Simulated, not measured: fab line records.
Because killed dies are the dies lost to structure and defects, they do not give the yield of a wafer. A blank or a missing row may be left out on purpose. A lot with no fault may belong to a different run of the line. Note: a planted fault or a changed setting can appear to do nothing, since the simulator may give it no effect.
Problem report in the 8D (eight disciplines) form, filled by code | flow berkeley cmos170 | the parts of the form that need people (team, actions taken, sign-off) are left out

## 1. WHAT IS WRONG
UCB170_M3_CD_MEAS_15, cd nm: mean 692.5 nm on 3 wafers (1 lot); fault-free wafers 700.0 nm, standard deviation 1.3. Measured from the usual mean, that is -5.7 standard deviations.
The step: target cd 700 nm.
First seen on wafer L597.2, day 11 14:07, on cd sem-02. The record has a number at this step for 33 wafers belonging to 11 lots. Rule for "out", or "out of limits": more than 4 standard deviations from the usual mean. The other wafers with a number count as sound.

## 2. WHAT IT IS; WHAT IT IS NOT
question                    | is                     | is not
which readings at this step | cd nm                  | -
which lots                  | L597                   | L584, L585, L586, L587, L588, L599, L602, L603, L605, L606
which wafers of those lots  | all that have a number | -
read on which gauges        | cd sem-02              | cd sem-01
when                        | from day 11 14:07      | up to then (15 sound wafers); but 15 sound wafers of L599, L602, L603, L605, L606 came after

## 3. THE SUSPECTS, EACH WITH WHAT RULES IT OUT
Counting: any tool at a process step up to the reading is kept as a suspect provided that every lot that is out went through it and no sound lot did after the first of them.
- the gauge at UCB170_M3_CD_MEAS_15 has been ruled out. All the wafers that are out were read on cd sem-02, but those of them that UCB170_M3_EXPOSE_12 has rows for are out there too, on other tools.
- krf scanner-02 at UCB170_M3_EXPOSE_12 (exposes mask METAL3, target cd 700 nm): kept. It ran the lot that is out, L597 (day 11 13:13), and no sound lot after that; its last sound lot up to then is L585 (day 7 17:45). Out on those wafers are its own readings of exposure dose mJ cm2.
Left after counting: krf scanner-02 at UCB170_M3_EXPOSE_12.

## 4. THE CAUSE (what the simulator had put in)
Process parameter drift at UCB170_M3_EXPOSE_12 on krf scanner-02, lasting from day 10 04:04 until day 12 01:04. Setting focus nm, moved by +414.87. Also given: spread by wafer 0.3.
After counting, this tool was the only one left.

## 5. THE EFFECT CHAIN, in route order
Rows list readings where the struck wafers' mean (over those with a number) sits beyond 3 standard deviations from the usual. Only readings whose record carries a usual standard deviation are examined. hours: median over the lots of the time between each lot's start at the first step of this table that gives one and its start at this step. sigmas: the change, counted in usual standard deviations.
hours | step                 | reading              | usual    | on struck wafers | change | sigmas
0     | UCB170_M3_EXPOSE_12  | exposure dose mJ cm2 | 26.085   | 25.565           | -0.520 | -21
1     | UCB170_M3_CD_MEAS_15 | cd nm                | 700.0 nm | 692.5            | -7.5   | -5.7
The process steps in it:
- UCB170_M3_EXPOSE_12: exposes mask METAL3, target cd 700 nm.

## 6. WHAT WOULD HAVE CAUGHT IT SOONER
The first out-of-limits reading at a measuring or inspecting step in this record came at day 11 14:07, 34 hours after the fault's start at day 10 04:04.
The tool's own readings at UCB170_M3_EXPOSE_12 were out on every struck wafer that the step has a row for (exposure dose mJ cm2): an alarm limit on them would have fired on the first of those.
Each of the lots that are out, 1 in all, had begun UCB170_M3_EXPOSE_12 on krf scanner-02 no later than day 11 14:07. Tool hold at that time: it would have spared none of them.
